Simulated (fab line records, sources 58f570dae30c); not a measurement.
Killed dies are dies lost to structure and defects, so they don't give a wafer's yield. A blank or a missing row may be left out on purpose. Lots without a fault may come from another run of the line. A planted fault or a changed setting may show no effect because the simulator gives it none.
A struck lot beside a sound one | flow berkeley_cmos170 | 13 steps out of a route of 331
Sound: wafers L465.2, L465.3, L465.6. Struck: wafers L466.4, L466.5, L466.6. The cause comes at the end.
At each step with rows: each side's tool, then ch and its chambers, then its first start. Under that, the readings that differ: sound wafers | struck wafers | difference of the means | sigmas: that difference in standard deviations of wafers without a fault.
alike: readings whose means differ by less than 2 such deviations, and words and numbers that are the same on both sides. not compared: withheld readings, readings that some wafer has no value for, bounds like >300 that may hide the same value, and numbers for which the record gives no deviation and whose values overlap.
The two part at a step that has a row with sigmas, a row that says differs or no value, or rows on one side only. Numbers that don't overlap but have no deviation are shown without sigmas and don't part them. A reading that every wafer of one side lacks parts them only if that side has two wafers or more.

first, 1 step without rows for these wafers: UCB170_PFIELD_IMPLANT_07.
UCB170_PFIELD_STRIP_08: strips in O2.
  sound on plasma_asher-03 ch 0,1, day 6 15:05; struck on plasma_asher-02 ch 0,1, day 7 03:31
  alike: drypump_motor_current_A, oes_product_au, strip_time_to_endpoint_s
  not compared: rf_hours_counter_h
UCB170_PFIELD_TW_MEAS_09:
  sound on film_metro-02, day 6 15:11; struck on film_metro-03, day 7 03:36
  alike: PFIELD_TW
then, 2 steps without rows for these wafers: UCB170_FIELD_CLEAN_00 (cleans in dHF, time 7.5 s); UCB170_FIELD_OXIDATION_01 (target thk 558.3 nm, ox time 7200 s).
UCB170_FIELD_THK_MEAS_02:
  sound on film_metro-01, day 6 20:50; struck on film_metro-04, day 7 07:40
  alike: FIELD_OXIDE_THK
then, 4 steps without rows for these wafers: UCB170_FIELD_ANNEAL_03 (time 1200 s); UCB170_FIELD_WET_ETCH_04 (etches SiO2 in dHF, time 60 s); UCB170_FIELD_WET_ETCH_05 (etches Si3N4 in H3PO4, time 12600 s); UCB170_FIELD_WET_ETCH_06 (etches SiO2 in BOE, time 22 s).
UCB170_FIELD_THK_MEAS_90:
  sound on film_metro-02, day 7 03:57; struck on film_metro-04, day 7 17:05
  alike: FIELD_OXIDE_LEFT_1_THK
then, 1 step without rows for these wafers: UCB170_SACOX_CLEAN_00 (cleans in dHF, time 7.5 s).
UCB170_SACOX_OXIDATION_01: target thk 14.4 nm, ox time 2366 s.
  sound on furnace-02 ch 0, day 7 08:29; struck on furnace-02, day 7 23:52
  no value came back on the struck wafers for ox_temp_c (C), ox_temp_c_max, spike_tc_centre_C (C); on the sound wafers ox_temp_c (C) reads 899.0 899.5 900.1

WHERE THEY PART
Only at UCB170_SACOX_OXIDATION_01, within this record.

WHY: what the simulator had put in
Skipped step whole: furnace-02, from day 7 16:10 on, at UCB170_SACOX_OXIDATION_01. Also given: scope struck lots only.
